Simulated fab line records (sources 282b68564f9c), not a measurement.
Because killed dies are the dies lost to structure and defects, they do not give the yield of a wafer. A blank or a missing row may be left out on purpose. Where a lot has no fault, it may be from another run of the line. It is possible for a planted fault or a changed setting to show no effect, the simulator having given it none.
Split-lot study || flow rit cmos || 23 wafers read across 5 lots, on a route 202 steps long

## THE SPLIT ITSELF
At RIT_CONTACT_ETCH_11 (etches SiO2 in CHF3/CF4/Ar, stops on TiSi2, target depth 480 nm, time 320 s), the setting time s was moved away from the recipe's 320 s on 10 of the 23 wafers read, by -9.8% to +11.9%. The other wafers ran this setting at the recipe's value.

The split's own step is where the reading is taken.

## THE READING
NOVOLAK_of_CONTACT_COAT_03.thk nm (the simulator's own value, which no gauge read), in nm, at RIT_CONTACT_ETCH_11 (etches SiO2 in CHF3/CF4/Ar, stops on TiSi2, target depth 480 nm, time 320 s). No usual value for it is given in the file. Across the 13 wafers here that went through the recipe, the average is 768.6 nm and the standard deviation 3.9 nm.

{"wafer": "L074.1", "tool, chamber at the split": "rie diel-03, 0", "time s as run, s": 291.7, "against the recipe": "-8.8%", "NOVOLAK_of_CONTACT_COAT_03.thk nm, nm": 773.8, "against lot-mates on the recipe": "+6.8"}
{"wafer": "L074.3", "tool, chamber at the split": "rie diel-03, 2", "time s as run, s": 320, "against the recipe": "recipe", "NOVOLAK_of_CONTACT_COAT_03.thk nm, nm": 766.4, "against lot-mates on the recipe": "-"}
{"wafer": "L074.4", "tool, chamber at the split": "rie diel-03, 3", "time s as run, s": 291.7, "against the recipe": "-8.8%", "NOVOLAK_of_CONTACT_COAT_03.thk nm, nm": 776.8, "against lot-mates on the recipe": "+9.8"}
{"wafer": "L074.5", "tool, chamber at the split": "rie diel-03, 3", "time s as run, s": 291.7, "against the recipe": "-8.8%", "NOVOLAK_of_CONTACT_COAT_03.thk nm, nm": 782.1, "against lot-mates on the recipe": "+15.1"}
{"wafer": "L074.6", "tool, chamber at the split": "rie diel-03, 2", "time s as run, s": 320, "against the recipe": "recipe", "NOVOLAK_of_CONTACT_COAT_03.thk nm, nm": 767.6, "against lot-mates on the recipe": "-"}
{"wafer": "L075.1", "tool, chamber at the split": "rie diel-01, 1", "time s as run, s": 320, "against the recipe": "recipe", "NOVOLAK_of_CONTACT_COAT_03.thk nm, nm": 763.8, "against lot-mates on the recipe": "-"}
{"wafer": "L075.2", "tool, chamber at the split": "rie diel-01, 3", "time s as run, s": 320, "against the recipe": "recipe", "NOVOLAK_of_CONTACT_COAT_03.thk nm, nm": 770, "against lot-mates on the recipe": "-"}
{"wafer": "L075.3", "tool, chamber at the split": "rie diel-01, 0", "time s as run, s": 332.7, "against the recipe": "+4.0%", "NOVOLAK_of_CONTACT_COAT_03.thk nm, nm": 759.9, "against lot-mates on the recipe": -7.0}
{"wafer": "L075.4", "tool, chamber at the split": "rie diel-01, 2", "time s as run, s": 332.7, "against the recipe": "+4.0%", "NOVOLAK_of_CONTACT_COAT_03.thk nm, nm": 761.4, "against lot-mates on the recipe": -5.5}
{"wafer": "L075.6", "tool, chamber at the split": "rie diel-01, 2", "time s as run, s": 332.7, "against the recipe": "+4.0%", "NOVOLAK_of_CONTACT_COAT_03.thk nm, nm": 760.4, "against lot-mates on the recipe": -6.5}
{"wafer": "L077.1", "tool, chamber at the split": "rie diel-01, 2", "time s as run, s": 358.2, "against the recipe": "+11.9%", "NOVOLAK_of_CONTACT_COAT_03.thk nm, nm": 745.4, "against lot-mates on the recipe": -19.0}
{"wafer": "L077.2", "tool, chamber at the split": "rie diel-01, 1", "time s as run, s": 320, "against the recipe": "recipe", "NOVOLAK_of_CONTACT_COAT_03.thk nm, nm": 764.4, "against lot-mates on the recipe": "-"}
{"wafer": "L077.3", "tool, chamber at the split": "rie diel-01, 3", "time s as run, s": 320, "against the recipe": "recipe", "NOVOLAK_of_CONTACT_COAT_03.thk nm, nm": 768.4, "against lot-mates on the recipe": "-"}
{"wafer": "L077.4", "tool, chamber at the split": "rie diel-01, 0", "time s as run, s": 320, "against the recipe": "recipe", "NOVOLAK_of_CONTACT_COAT_03.thk nm, nm": 760.5, "against lot-mates on the recipe": "-"}
{"wafer": "L077.5", "tool, chamber at the split": "rie diel-01, 0", "time s as run, s": 358.2, "against the recipe": "+11.9%", "NOVOLAK_of_CONTACT_COAT_03.thk nm, nm": 746.7, "against lot-mates on the recipe": -17.7}
{"wafer": "L080.1", "tool, chamber at the split": "rie diel-03, 0", "time s as run, s": 320, "against the recipe": "recipe", "NOVOLAK_of_CONTACT_COAT_03.thk nm, nm": 771.1, "against lot-mates on the recipe": "-"}
{"wafer": "L080.4", "tool, chamber at the split": "rie diel-03, 1", "time s as run, s": 320, "against the recipe": "recipe", "NOVOLAK_of_CONTACT_COAT_03.thk nm, nm": 774.1, "against lot-mates on the recipe": "-"}
{"wafer": "L080.6", "tool, chamber at the split": "rie diel-03, 0", "time s as run, s": 320, "against the recipe": "recipe", "NOVOLAK_of_CONTACT_COAT_03.thk nm, nm": 772.9, "against lot-mates on the recipe": "-"}
{"wafer": "L082.1", "tool, chamber at the split": "rie diel-01, 1", "time s as run, s": 288.7, "against the recipe": "-9.8%", "NOVOLAK_of_CONTACT_COAT_03.thk nm, nm": 782.8, "against lot-mates on the recipe": "+12.0"}
{"wafer": "L082.2", "tool, chamber at the split": "rie diel-01, 0", "time s as run, s": 320, "against the recipe": "recipe", "NOVOLAK_of_CONTACT_COAT_03.thk nm, nm": 768, "against lot-mates on the recipe": "-"}
{"wafer": "L082.3", "tool, chamber at the split": "rie diel-01, 3", "time s as run, s": 320, "against the recipe": "recipe", "NOVOLAK_of_CONTACT_COAT_03.thk nm, nm": 772.8, "against lot-mates on the recipe": "-"}
{"wafer": "L082.4", "tool, chamber at the split": "rie diel-01, 3", "time s as run, s": 320, "against the recipe": "recipe", "NOVOLAK_of_CONTACT_COAT_03.thk nm, nm": 771.6, "against lot-mates on the recipe": "-"}
{"wafer": "L082.5", "tool, chamber at the split": "rie diel-01, 1", "time s as run, s": 288.7, "against the recipe": "-9.8%", "NOVOLAK_of_CONTACT_COAT_03.thk nm, nm": 781, "against lot-mates on the recipe": "+10.2"}

THE FIT
A straight line over all 23 wafers: NOVOLAK_of_CONTACT_COAT_03.thk nm changes by -1.51 nm for each +1% of time s; r = -0.92; the points scatter about the line by 3.8 nm.
The same after taking each lot's own level away (the mean of its wafers on the recipe; 23 wafers): -1.34 nm for each +1%; r = -0.96; scatter 2.4 nm.
On that fit, the largest move of time s shifts the reading by 16 nm.
From 764.43 to 772.70 nm: that is the span of the lots' own levels, equal to 2.1 times the standard deviation above.
So the lot-to-lot level changes the slope: the two fits differ.
Check: for one of the wafers moved furthest among these (+11.9%), held out of the fit, the line's prediction against its lot-mates is -16 nm. It came out at -19 nm against them.

## FURTHER SPLITS ON THESE WAFERS
Before the reading, these wafers also passed through other splits. Each is held against what the fit with the lots' levels taken away leaves over:
{"other split on the same wafers": "RIT_PSD_SOFTBAKE_02 temp c", "wafers away from the commonest value": 5, "r with NOVOLAK_of_CONTACT_COAT_03.thk nm (lot level and that fit taken away)": "+0.24"}
{"other split on the same wafers": "RIT_SILICIDE_SPUTTER_01 time s", "wafers away from the commonest value": 10, "r with NOVOLAK_of_CONTACT_COAT_03.thk nm (lot level and that fit taken away)": -0.14}
{"other split on the same wafers": "RIT_CONTACT_DEVELOP_07 develop time s", "wafers away from the commonest value": 10, "r with NOVOLAK_of_CONTACT_COAT_03.thk nm (lot level and that fit taken away)": -0.24}

## THE FILE'S OWN FIT
NOVOLAK_of_CONTACT_COAT_03.thk nm changes by -1.34 nm for each +1% of time s, r = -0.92.
